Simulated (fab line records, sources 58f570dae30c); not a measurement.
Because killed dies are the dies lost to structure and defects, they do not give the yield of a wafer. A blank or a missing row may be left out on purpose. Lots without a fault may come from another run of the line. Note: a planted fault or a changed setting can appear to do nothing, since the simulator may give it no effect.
fab line records :: flow berkeleyCmos170
record:
  lots: 14
  wafers: 42
  lastDay: 13
route steps=331 shown PWELL@49
lots with no fault: from the same line, run without faults
startH: the number of hours between the record's first day and the start of the first shown wafer of the lot :: waitH: hours elapsed since this lot's preceding step :: " repeats the value in the row above :: L1.1+2: one row covering several wafers at once :: - no value, or no start given :: * or withheld: withheld :: < > ~ a bound
route shown NAME@n: names a module that has steps shown in the file, with the first one's number in the route :: usual: the fault-free wafers' mean and standard deviation :: same: alike in all rows :: chamber/n: place in a boat :: sites: readings site by site :: _std_site: the values' standard deviation :: _edge_site: the outer-site mean with the inner-site mean subtracted :: radiusMm: how far each site lies from the wafer's centre :: mask NAME#n: copy n :: behind: the most recent tool/chamber to have shaped the wafer :: hold: why the lot was held/for how many hours/how that ended :: device: the n, p or np transistor that did not switch :: end of line: tests run on the same wafers once the route is complete :: a step with no rows: only its recipe :: killed: dies lost to structure and defects at the first sort, not the wafer's yield :: map: dies across one wafer; x = killed, . = not, _ = none there
set.NAME: the setting the step ran with; set.NAME@STEP: the setting that earlier step ran with :: model.NAME: the simulator's own value behind a step, which no gauge read
a sample of lots followed through the steps of the route, with each step as a table and each wafer as a row
services: the hour from which a tool's chamber was out of use, counted from the record's first day as startH (under 0 if before that day), plus the number of hours and why
== steps ==
step: UCB170_PWELL_IMPLANT_15
recipe:
  species: B
  doseCm2: 5e+12
  energyKev: 60
  tiltDeg: 7
usual:
  doseIonsCm2: 5e+12/5.3e+09
  faradayCurrentUA: 15.87/0.28
lot.wafer: L172.1
tool: implanter-03
chamber: 0
startH: 72.29
waitH: 0.1
doseIonsCm2: 4.995e+12
faradayCurrentUA: 15.72

lot.wafer: L172.3
tool: implanter-03
chamber: 0
startH: 72.29
waitH: 0.1
doseIonsCm2: 5e+12
faradayCurrentUA: 15.72

lot.wafer: L172.4
tool: implanter-03
chamber: 0
startH: 72.29
waitH: 0.1
doseIonsCm2: 4.992e+12
faradayCurrentUA: 15.80

lot.wafer: L173.2
tool: implanter-02
chamber: 0
startH: 72.85
waitH: 0.1
doseIonsCm2: 4.997e+12
faradayCurrentUA: 15.40

lot.wafer: L173.3
tool: implanter-02
chamber: 0
startH: 72.85
waitH: 0.1
doseIonsCm2: 5.002e+12
faradayCurrentUA: 15.85

lot.wafer: L173.5
tool: implanter-02
chamber: 0
startH: 72.85
waitH: 0.1
doseIonsCm2: 5.004e+12
faradayCurrentUA: 15.86

lot.wafer: L175.1
tool: implanter-03
chamber: 0
startH: 92.28
waitH: 0.1
doseIonsCm2: 5.003e+12
faradayCurrentUA: 15.57

lot.wafer: L175.4
tool: implanter-03
chamber: 0
startH: 92.28
waitH: 0.1
doseIonsCm2: 5.008e+12
faradayCurrentUA: 15.68

lot.wafer: L175.5
tool: implanter-03
chamber: 0
startH: 92.28
waitH: 0.1
doseIonsCm2: 5.001e+12
faradayCurrentUA: 15.39

lot.wafer: L174.3
tool: implanter-02
chamber: 0
startH: 93.30
waitH: 0.1
doseIonsCm2: 5.002e+12
faradayCurrentUA: 15.90

lot.wafer: L174.4
tool: implanter-02
chamber: 0
startH: 93.30
waitH: 0.1
doseIonsCm2: 5.003e+12
faradayCurrentUA: 15.82

lot.wafer: L174.6
tool: implanter-02
chamber: 0
startH: 93.30
waitH: 0.1
doseIonsCm2: 4.996e+12
faradayCurrentUA: 16.06

lot.wafer: L176.1
tool: implanter-03
chamber: 0
startH: 103.59
waitH: 0.1
doseIonsCm2: 4.999e+12
faradayCurrentUA: 15.95

lot.wafer: L176.3
tool: implanter-03
chamber: 0
startH: 103.59
waitH: 0.1
doseIonsCm2: 5.001e+12
faradayCurrentUA: 15.70

lot.wafer: L176.5
tool: implanter-03
chamber: 0
startH: 103.59
waitH: 0.1
doseIonsCm2: 5.006e+12
faradayCurrentUA: 16.02

lot.wafer: L177.3
tool: implanter-04
chamber: 0
startH: 104.37
waitH: 0.1
doseIonsCm2: 4.988e+12
faradayCurrentUA: 15.87

lot.wafer: L177.4
tool: implanter-04
chamber: 0
startH: 104.37
waitH: 0.1
doseIonsCm2: 4.995e+12
faradayCurrentUA: 15.71

lot.wafer: L177.6
tool: implanter-04
chamber: 0
startH: 104.37
waitH: 0.1
doseIonsCm2: 4.989e+12
faradayCurrentUA: 15.64

lot.wafer: L181.1
tool: implanter-04
chamber: 0
startH: 114.41
waitH: 0.1
doseIonsCm2: 5.007e+12
faradayCurrentUA: 15.70

lot.wafer: L181.3
tool: implanter-04
chamber: 0
startH: 114.41
waitH: 0.1
doseIonsCm2: 4.997e+12
faradayCurrentUA: 16.15

lot.wafer: L181.4
tool: implanter-04
chamber: 0
startH: 114.41
waitH: 0.1
doseIonsCm2: 5.002e+12
faradayCurrentUA: 15.83

lot.wafer: L181.1
tool: implanter-04
chamber: 0
startH: 114.73
waitH: 0.3
doseIonsCm2: 4.997e+12
faradayCurrentUA: 15.61

lot.wafer: L181.3
tool: implanter-04
chamber: 0
startH: 114.73
waitH: 0.3
doseIonsCm2: 5.003e+12
faradayCurrentUA: 15.26

lot.wafer: L181.4
tool: implanter-04
chamber: 0
startH: 114.73
waitH: 0.3
doseIonsCm2: 5.008e+12
faradayCurrentUA: 15.44

lot.wafer: L179.2
tool: implanter-03
chamber: 0
startH: 114.79
waitH: 0.1
doseIonsCm2: 4.995e+12
faradayCurrentUA: 15.76

lot.wafer: L179.4
tool: implanter-03
chamber: 0
startH: 114.79
waitH: 0.1
doseIonsCm2: 5.004e+12
faradayCurrentUA: 15.62

lot.wafer: L179.6
tool: implanter-03
chamber: 0
startH: 114.79
waitH: 0.1
doseIonsCm2: 4.992e+12
faradayCurrentUA: 15.73

lot.wafer: L179.2
tool: implanter-03
chamber: 0
startH: 115.10
waitH: 0.3
doseIonsCm2: 4.996e+12
faradayCurrentUA: 16.03

lot.wafer: L179.4
tool: implanter-03
chamber: 0
startH: 115.10
waitH: 0.3
doseIonsCm2: 5.001e+12
faradayCurrentUA: 15.87

lot.wafer: L179.6
tool: implanter-03
chamber: 0
startH: 115.10
waitH: 0.3
doseIonsCm2: 5e+12
faradayCurrentUA: 15.90

lot.wafer: L180.1
tool: implanter-04
chamber: 0
startH: 114.93
waitH: 0.1
doseIonsCm2: 5.006e+12
faradayCurrentUA: 15.42

lot.wafer: L180.2
tool: implanter-04
chamber: 0
startH: 114.93
waitH: 0.1
doseIonsCm2: 5.005e+12
faradayCurrentUA: 15.93

lot.wafer: L180.6
tool: implanter-04
chamber: 0
startH: 114.93
waitH: 0.1
doseIonsCm2: 5.004e+12
faradayCurrentUA: 16.21

lot.wafer: L187.1
tool: implanter-02
chamber: 0
startH: 152.95
waitH: 0.1
doseIonsCm2: 5.008e+12
faradayCurrentUA: 15.85

lot.wafer: L187.2
tool: implanter-02
chamber: 0
startH: 152.95
waitH: 0.1
doseIonsCm2: 5.008e+12
faradayCurrentUA: 15.55

lot.wafer: L187.4
tool: implanter-02
chamber: 0
startH: 152.95
waitH: 0.1
doseIonsCm2: 5.005e+12
faradayCurrentUA: 16.05

lot.wafer: L189.1
tool: implanter-02
chamber: 0
startH: 160.62
waitH: 0.1
doseIonsCm2: 4.99e+12
faradayCurrentUA: 16.10

lot.wafer: L189.4
tool: implanter-02
chamber: 0
startH: 160.62
waitH: 0.1
doseIonsCm2: 5.004e+12
faradayCurrentUA: 15.85

lot.wafer: L189.6
tool: implanter-02
chamber: 0
startH: 160.62
waitH: 0.1
doseIonsCm2: 4.994e+12
faradayCurrentUA: 15.53

lot.wafer: L188.1
tool: implanter-03
chamber: 0
startH: 161.00
waitH: 0.1
doseIonsCm2: 5.002e+12
faradayCurrentUA: 16.40

lot.wafer: L188.4
tool: implanter-03
chamber: 0
startH: 161.00
waitH: 0.1
doseIonsCm2: 4.998e+12
faradayCurrentUA: 15.36

lot.wafer: L188.6
tool: implanter-03
chamber: 0
startH: 161.00
waitH: 0.1
doseIonsCm2: 4.998e+12
faradayCurrentUA: 15.96

lot.wafer: L191.2
tool: implanter-04
chamber: 0
startH: 164.65
waitH: 0.1
doseIonsCm2: 4.998e+12
faradayCurrentUA: 15.80

lot.wafer: L191.3
tool: implanter-04
chamber: 0
startH: 164.65
waitH: 0.1
doseIonsCm2: 5.009e+12
faradayCurrentUA: 16.11

lot.wafer: L191.4
tool: implanter-04
chamber: 0
startH: 164.65
waitH: 0.1
doseIonsCm2: 5.004e+12
faradayCurrentUA: 16.32

lot.wafer: L192.3
tool: implanter-04
chamber: 0
startH: 173.40
waitH: 0.1
doseIonsCm2: 4.995e+12
faradayCurrentUA: 16.17

lot.wafer: L192.4
tool: implanter-04
chamber: 0
startH: 173.40
waitH: 0.1
doseIonsCm2: 4.997e+12
faradayCurrentUA: 15.98

lot.wafer: L192.5
tool: implanter-04
chamber: 0
startH: 173.40
waitH: 0.1
doseIonsCm2: 4.997e+12
faradayCurrentUA: 16.02
step: UCB170_PWELL_TW_MEAS_17
usual:
  PWELL_TW: 379/3
lot.wafer: L172.1
tool: filmMetro-02
chamber: -
startH: 72.54
waitH: 0.1
PWELL_TW: 376

lot.wafer: L172.3
tool: filmMetro-02
chamber: -
startH: 72.54
waitH: 0.1
PWELL_TW: 378

lot.wafer: L172.4
tool: filmMetro-02
chamber: -
startH: 72.54
waitH: 0.1
PWELL_TW: 376

lot.wafer: L173.2
tool: filmMetro-02
chamber: -
startH: 73.08
waitH: 0.1
PWELL_TW: 373

lot.wafer: L173.3
tool: filmMetro-02
chamber: -
startH: 73.08
waitH: 0.1
PWELL_TW: 376

lot.wafer: L173.5
tool: filmMetro-02
chamber: -
startH: 73.08
waitH: 0.1
PWELL_TW: 375

lot.wafer: L175.1
tool: filmMetro-04
chamber: -
startH: 92.53
waitH: 0.1
PWELL_TW: 383

lot.wafer: L175.4
tool: filmMetro-04
chamber: -
startH: 92.53
waitH: 0.1
PWELL_TW: 383

lot.wafer: L175.5
tool: filmMetro-04
chamber: -
startH: 92.53
waitH: 0.1
PWELL_TW: 384

lot.wafer: L174.3
tool: filmMetro-02
chamber: -
startH: 93.52
waitH: 0.1
PWELL_TW: 378

lot.wafer: L174.4
tool: filmMetro-02
chamber: -
startH: 93.52
waitH: 0.1
PWELL_TW: 376

lot.wafer: L174.6
tool: filmMetro-02
chamber: -
startH: 93.52
waitH: 0.1
PWELL_TW: 377

lot.wafer: L176.1
tool: filmMetro-02
chamber: -
startH: 103.84
waitH: 0.1
PWELL_TW: 377

lot.wafer: L176.3
tool: filmMetro-02
chamber: -
startH: 103.84
waitH: 0.1
PWELL_TW: 377

lot.wafer: L176.5
tool: filmMetro-02
chamber: -
startH: 103.84
waitH: 0.1
PWELL_TW: 376

lot.wafer: L177.3
tool: filmMetro-04
chamber: -
startH: 104.59
waitH: 0.1
PWELL_TW: 383

lot.wafer: L177.4
tool: filmMetro-04
chamber: -
startH: 104.59
waitH: 0.1
PWELL_TW: 382

lot.wafer: L177.6
tool: filmMetro-04
chamber: -
startH: 104.59
waitH: 0.1
PWELL_TW: 380

lot.wafer: L181.1
tool: filmMetro-02
chamber: -
startH: 115.01
waitH: 0.1
PWELL_TW: 466

lot.wafer: L181.3
tool: filmMetro-02
chamber: -
startH: 115.01
waitH: 0.1
PWELL_TW: 466

lot.wafer: L181.4
tool: filmMetro-02
chamber: -
startH: 115.01
waitH: 0.1
PWELL_TW: 466

lot.wafer: L180.1
tool: filmMetro-01
chamber: -
startH: 115.18
waitH: 0.1
PWELL_TW: 378

lot.wafer: L180.2
tool: filmMetro-01
chamber: -
startH: 115.18
waitH: 0.1
PWELL_TW: 378

lot.wafer: L180.6
tool: filmMetro-01
chamber: -
startH: 115.18
waitH: 0.1
PWELL_TW: 379

lot.wafer: L179.2
tool: filmMetro-02
chamber: -
startH: 115.34
waitH: 0.1
PWELL_TW: 463

lot.wafer: L179.4
tool: filmMetro-02
chamber: -
startH: 115.34
waitH: 0.1
PWELL_TW: 465

lot.wafer: L179.6
tool: filmMetro-02
chamber: -
startH: 115.34
waitH: 0.1
PWELL_TW: 465

lot.wafer: L187.1
tool: filmMetro-02
chamber: -
startH: 153.20
waitH: 0.1
PWELL_TW: 376

lot.wafer: L187.2
tool: filmMetro-02
chamber: -
startH: 153.20
waitH: 0.1
PWELL_TW: 378

lot.wafer: L187.4
tool: filmMetro-02
chamber: -
startH: 153.20
waitH: 0.1
PWELL_TW: 375

lot.wafer: L189.1
tool: filmMetro-04
chamber: -
startH: 160.87
waitH: 0.1
PWELL_TW: 385

lot.wafer: L189.4
tool: filmMetro-04
chamber: -
startH: 160.87
waitH: 0.1
PWELL_TW: 381

lot.wafer: L189.6
tool: filmMetro-04
chamber: -
startH: 160.87
waitH: 0.1
PWELL_TW: 380

lot.wafer: L188.1
tool: filmMetro-04
chamber: -
startH: 161.25
waitH: 0.1
PWELL_TW: 382

lot.wafer: L188.4
tool: filmMetro-04
chamber: -
startH: 161.25
waitH: 0.1
PWELL_TW: 383

lot.wafer: L188.6
tool: filmMetro-04
chamber: -
startH: 161.25
waitH: 0.1
PWELL_TW: 382

lot.wafer: L191.2
tool: filmMetro-01
chamber: -
startH: 164.88
waitH: 0.1
PWELL_TW: 375

lot.wafer: L191.3
tool: filmMetro-01
chamber: -
startH: 164.88
waitH: 0.1
PWELL_TW: 377

lot.wafer: L191.4
tool: filmMetro-01
chamber: -
startH: 164.88
waitH: 0.1
PWELL_TW: 376

lot.wafer: L192.3
tool: filmMetro-02
chamber: -
startH: 173.62
waitH: 0.1
PWELL_TW: 379

lot.wafer: L192.4
tool: filmMetro-02
chamber: -
startH: 173.62
waitH: 0.1
PWELL_TW: 377

lot.wafer: L192.5
tool: filmMetro-02
chamber: -
startH: 173.62
waitH: 0.1
PWELL_TW: 377
== services ==
tool: implanter-03
chamber: -
startH: 96.14
hours: 3.2
kind: pm

tool: implanter-02
chamber: -
startH: 118.99
hours: 5.4
kind: pm

tool: implanter-03
chamber: -
startH: 168.03
hours: 6.2
kind: pm
== key ==
firstSign:
  step: UCB170_PWELL_IMPLANT_15
  reading: visit
  direction: added
effect:
  step: UCB170_PWELL_TW_MEAS_17
  reading: PWELL_TW
  direction: up
  sigmas: 28
  usual: 379
  struck: 465
metAt UCB170_PWELL_IMPLANT_15
struckLots L179,L181
sortLeftOut L179.2,L179.4,L179.6
testerLeftOut L179,L181
fault:
  kind: repeatedStepWhole
  tool: implanter-02,implanter-03,implanter-04
  chamber: -
  onsetH: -
  steps: UCB170_PWELL_IMPLANT_15
  times: 1
  scope: struckLotsOnly
testerLeftOut: of these lots the tester's yield and bins aren't shown, on N5 and GAA mostly nor the transistor test; their killed dies are dies lost to structure and defects alone, not to doping, threshold or leakage, so they don't give the yield
sortLeftOut: the simulated sort isn't trusted on such a fault, so these wafers' sort isn't shown, and their yield isn't known
